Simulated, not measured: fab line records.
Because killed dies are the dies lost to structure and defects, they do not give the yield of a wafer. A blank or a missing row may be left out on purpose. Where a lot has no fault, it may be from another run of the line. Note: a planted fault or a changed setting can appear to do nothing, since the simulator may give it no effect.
Which tool is to blame? :: flow berkeley-cmos170 :: Sampling: 14 lots, 42 wafers, 4 of 331 route steps

== WHAT THE GAUGES READ, wafer by wafer ==
UCB170_NSD_TW_MEAS_10. Usual: for NSD_TW the level is 4170 and the standard deviation is 29.
lot: L779
measured: day 8 02:55
on: film-metro-01
NSD_TW: 4151 4152 4148
flag: 

lot: L784
measured: day 8 16:03
on: film-metro-01
NSD_TW: 4151 4151 4149
flag: 

lot: L781
measured: day 8 16:10
on: film-metro-02
NSD_TW: 4232 4220 4215
flag: 

lot: L783
measured: day 8 16:25
on: film-metro-01
NSD_TW: 4183 4157 4144
flag: 

lot: L780
measured: day 8 16:39
on: film-metro-02
NSD_TW: 4186 4178 4184
flag: 

lot: L786
measured: day 9 10:09
on: film-metro-01
NSD_TW: 4132 4127 4136
flag: 

lot: L789
measured: day 10 05:38
on: film-metro-03
NSD_TW: 30 30 30
flag: OFF

lot: L791
measured: day 10 05:39
on: film-metro-01
NSD_TW: 30 30 30
flag: OFF

lot: L796
measured: day 10 22:31
on: film-metro-03
NSD_TW: 4174 4145 4152
flag: 

lot: L797
measured: day 10 22:46
on: film-metro-01
NSD_TW: 4149 4124 4156
flag: 

lot: L795
measured: day 10 23:08
on: film-metro-02
NSD_TW: 4207 4216 4200
flag: 

lot: L799
measured: day 11 15:36
on: film-metro-03
NSD_TW: 4178 4181 4166
flag: 

lot: L798
measured: day 11 15:43
on: film-metro-02
NSD_TW: 4180 4194 4196
flag: 

lot: L801
measured: day 12 04:49
on: film-metro-03
NSD_TW: 4175 4143 4161
flag: 

UCB170_SDANNEAL_RS_MEAS_03: a four-point-probe measurement. Usual: for NSD_RS the level is 37.26 ohm/sq and the standard deviation is 0.094.
lot: L779
measured: day 8 04:53
on: film-metro-03
NSD_RS (ohm/sq): 37.20 37.23 37.31
flag: 

lot: L784
measured: day 8 17:25
on: film-metro-02
NSD_RS (ohm/sq): 37.20 37.17 37.29
flag: 

lot: L781
measured: day 8 17:35
on: film-metro-03
NSD_RS (ohm/sq): 37.28 37.27 37.27
flag: 

lot: L783
measured: day 8 17:58
on: film-metro-02
NSD_RS (ohm/sq): 37.26 37.19 37.22
flag: 

lot: L780
measured: day 8 18:00
on: film-metro-01
NSD_RS (ohm/sq): 37.38 37.25 37.26
flag: 

lot: L786
measured: day 9 11:34
on: film-metro-03
NSD_RS (ohm/sq): 37.30 37.27 37.34
flag: 

lot: L789
measured: day 10 07:51
on: film-metro-02
NSD_RS (ohm/sq): 132.88 132.74 132.90
flag: OFF

lot: L791
measured: day 10 08:20
on: film-metro-02
NSD_RS (ohm/sq): 133.04 133.07 133.16
flag: OFF

lot: L796
measured: day 10 23:44
on: film-metro-03
NSD_RS (ohm/sq): 37.33 37.23 37.19
flag: 

lot: L797
measured: day 10 23:59
on: film-metro-02
NSD_RS (ohm/sq): 37.35 37.28 37.27
flag: 

lot: L795
measured: day 11 00:53
on: film-metro-02
NSD_RS (ohm/sq): 37.32 37.24 37.26
flag: 

lot: L799
measured: day 11 16:49
on: film-metro-02
NSD_RS (ohm/sq): 37.32 37.34 37.21
flag: 

lot: L798
measured: day 11 17:29
on: film-metro-03
NSD_RS (ohm/sq): 37.20 37.23 37.24
flag: 

lot: L801
measured: day 12 07:23
on: film-metro-03
NSD_RS (ohm/sq): 37.41 37.45 37.39
flag: 

== WHICH TOOL RAN EACH LOT (tool, then ch and the chambers of the sampled wafers, then the start) ==
lot: L779
UCB170_NSD_IMPLANT_08: implanter-02 ch 0, day 8 02:41
UCB170_NSD_STRIP_09: plasma-asher-04 ch 0,1, day 8 02:49

lot: L784
UCB170_NSD_IMPLANT_08: implanter-02 ch 0, day 8 15:48
UCB170_NSD_STRIP_09: plasma-asher-04 ch 1, day 8 15:57

lot: L781
UCB170_NSD_IMPLANT_08: implanter-03 ch 0, day 8 15:55
UCB170_NSD_STRIP_09: plasma-asher-03 ch 0,1, day 8 16:04

lot: L783
UCB170_NSD_IMPLANT_08: implanter-04 ch 0, day 8 16:10
UCB170_NSD_STRIP_09: plasma-asher-01 ch 0,1, day 8 16:19

lot: L780
UCB170_NSD_IMPLANT_08: implanter-03 ch 0, day 8 16:24
UCB170_NSD_STRIP_09: plasma-asher-04 ch 0,1, day 8 16:33

lot: L786
UCB170_NSD_IMPLANT_08: implanter-03 ch 0, day 9 09:55
UCB170_NSD_STRIP_09: plasma-asher-03 ch 0, day 9 10:02

lot: L789
UCB170_NSD_IMPLANT_08: implanter-03, day 10 05:25
UCB170_NSD_STRIP_09: plasma-asher-04 ch 1, day 10 05:32

lot: L791
UCB170_NSD_IMPLANT_08: implanter-02, day 10 05:25
UCB170_NSD_STRIP_09: plasma-asher-03 ch 0,1, day 10 05:32

lot: L796
UCB170_NSD_IMPLANT_08: implanter-02 ch 0, day 10 22:16
UCB170_NSD_STRIP_09: plasma-asher-01 ch 0,1, day 10 22:25

lot: L797
UCB170_NSD_IMPLANT_08: implanter-04 ch 0, day 10 22:32
UCB170_NSD_STRIP_09: plasma-asher-04 ch 0,1, day 10 22:40

lot: L795
UCB170_NSD_IMPLANT_08: implanter-02 ch 0, day 10 22:49
UCB170_NSD_STRIP_09: plasma-asher-03 ch 0,1, day 10 22:56

lot: L799
UCB170_NSD_IMPLANT_08: implanter-02 ch 0, day 11 15:21
UCB170_NSD_STRIP_09: plasma-asher-04 ch 0, day 11 15:30

lot: L798
UCB170_NSD_IMPLANT_08: implanter-04 ch 0, day 11 15:28
UCB170_NSD_STRIP_09: plasma-asher-01 ch 0,1, day 11 15:37

lot: L801
UCB170_NSD_IMPLANT_08: implanter-03 ch 0, day 12 04:34
UCB170_NSD_STRIP_09: plasma-asher-03 ch 0,1, day 12 04:43
- UCB170_NSD_IMPLANT_08
- UCB170_NSD_STRIP_09: strips in O2.

== WHAT THE TOOLS THEMSELVES READ (means of the sampled wafers that have a number; where no wafer has one, the mark that the record gives instead) ==
UCB170_NSD_IMPLANT_08. Usual: beam-energy-keV 39.998, standard deviation 0.012; beam-on-s 10.00 s, standard deviation 0.2.
lot: L779
tool: implanter-02
beam-energy-keV: 40.015
beam-on-s (s): 9.86
flag: 

lot: L784
tool: implanter-02
beam-energy-keV: 40.007
beam-on-s (s): 10.00
flag: 

lot: L781
tool: implanter-03
beam-energy-keV: 39.999
beam-on-s (s): 10.02
flag: 

lot: L783
tool: implanter-04
beam-energy-keV: 39.998
beam-on-s (s): 10.10
flag: 

lot: L780
tool: implanter-03
beam-energy-keV: 39.997
beam-on-s (s): 9.78
flag: 

lot: L786
tool: implanter-03
beam-energy-keV: 40.003
beam-on-s (s): 10.31
flag: 

lot: L789
tool: implanter-03
beam-energy-keV: -
beam-on-s (s): -
flag: OFF

lot: L791
tool: implanter-02
beam-energy-keV: -
beam-on-s (s): -
flag: OFF

lot: L796
tool: implanter-02
beam-energy-keV: 39.995
beam-on-s (s): 9.92
flag: 

lot: L797
tool: implanter-04
beam-energy-keV: 40.003
beam-on-s (s): 9.88
flag: 

lot: L795
tool: implanter-02
beam-energy-keV: 39.994
beam-on-s (s): 10.32
flag: 

lot: L799
tool: implanter-02
beam-energy-keV: 40.001
beam-on-s (s): 9.87
flag: 

lot: L798
tool: implanter-04
beam-energy-keV: 39.996
beam-on-s (s): 9.89
flag: 

lot: L801
tool: implanter-03
beam-energy-keV: 40.002
beam-on-s (s): 10.14
flag: 

UCB170_NSD_STRIP_09. Usual: drypump-motor-current-A 5.7 A, standard deviation 0.41; oes-product-au 0.534 a.u., standard deviation 0.0042; strip-time-to-endpoint-s 35.83 s, standard deviation 0.08.
lot: L779
tool: plasma-asher-04
drypump-motor-current-A (A): 5.5
oes-product-au (a.u.): 0.531
strip-time-to-endpoint-s (s): 35.85
flag: 

lot: L784
tool: plasma-asher-04
drypump-motor-current-A (A): 5.5
oes-product-au (a.u.): 0.532
strip-time-to-endpoint-s (s): 35.76
flag: 

lot: L781
tool: plasma-asher-03
drypump-motor-current-A (A): 5.7
oes-product-au (a.u.): 0.535
strip-time-to-endpoint-s (s): 35.78
flag: 

lot: L783
tool: plasma-asher-01
drypump-motor-current-A (A): 5.9
oes-product-au (a.u.): 0.528
strip-time-to-endpoint-s (s): 35.85
flag: 

lot: L780
tool: plasma-asher-04
drypump-motor-current-A (A): 5.5
oes-product-au (a.u.): 0.537
strip-time-to-endpoint-s (s): 35.85
flag: 

lot: L786
tool: plasma-asher-03
drypump-motor-current-A (A): 5.7
oes-product-au (a.u.): 0.537
strip-time-to-endpoint-s (s): 35.72
flag: 

lot: L789
tool: plasma-asher-04
drypump-motor-current-A (A): 5.5
oes-product-au (a.u.): 0.733
strip-time-to-endpoint-s (s): 21.68
flag: OFF

lot: L791
tool: plasma-asher-03
drypump-motor-current-A (A): 5.8
oes-product-au (a.u.): 0.735
strip-time-to-endpoint-s (s): 21.61
flag: OFF

lot: L796
tool: plasma-asher-01
drypump-motor-current-A (A): 6.3
oes-product-au (a.u.): 0.532
strip-time-to-endpoint-s (s): 35.85
flag: 

lot: L797
tool: plasma-asher-04
drypump-motor-current-A (A): 5.5
oes-product-au (a.u.): 0.533
strip-time-to-endpoint-s (s): 35.75
flag: 

lot: L795
tool: plasma-asher-03
drypump-motor-current-A (A): 5.8
oes-product-au (a.u.): 0.532
strip-time-to-endpoint-s (s): 35.82
flag: 

lot: L799
tool: plasma-asher-04
drypump-motor-current-A (A): 5.5
oes-product-au (a.u.): 0.538
strip-time-to-endpoint-s (s): 35.76
flag: 

lot: L798
tool: plasma-asher-01
drypump-motor-current-A (A): 6.3
oes-product-au (a.u.): 0.539
strip-time-to-endpoint-s (s): 35.78
flag: 

lot: L801
tool: plasma-asher-03
drypump-motor-current-A (A): 5.8
oes-product-au (a.u.): 0.533
strip-time-to-endpoint-s (s): 35.76
flag: 

== THE ANSWER, worked out from the rows above alone ==
Rule: take the mean of a lot's wafers that have a number; if it is more than 3 standard deviations from the usual mean, the lot is off. A lot without any number at a reading at which 4 lots or more have one is off too. All remaining lots with rows at the step are treated as sound. After the gauges, taken in route order, come the tools' own readings; for these a lot's mean is taken, as printed above. The first step at which some lot is off is used, and at that step the reading that is off furthest; a lot without a number counts as furthest.
Off: at UCB170_NSD_TW_MEAS_10 (NSD_TW), L789, L791.
A tool fits if, at a process step before that reading, it ran every lot that is off, and no sound lot after the first of them. Not tried: the gauges at UCB170_NSD_TW_MEAS_10; whatever is off there is also off at UCB170_SDANNEAL_RS_MEAS_03, on other tools, and gauge error can't account for it. No candidate that was tried fits.

== WHAT THE SIMULATOR PUT IN ==
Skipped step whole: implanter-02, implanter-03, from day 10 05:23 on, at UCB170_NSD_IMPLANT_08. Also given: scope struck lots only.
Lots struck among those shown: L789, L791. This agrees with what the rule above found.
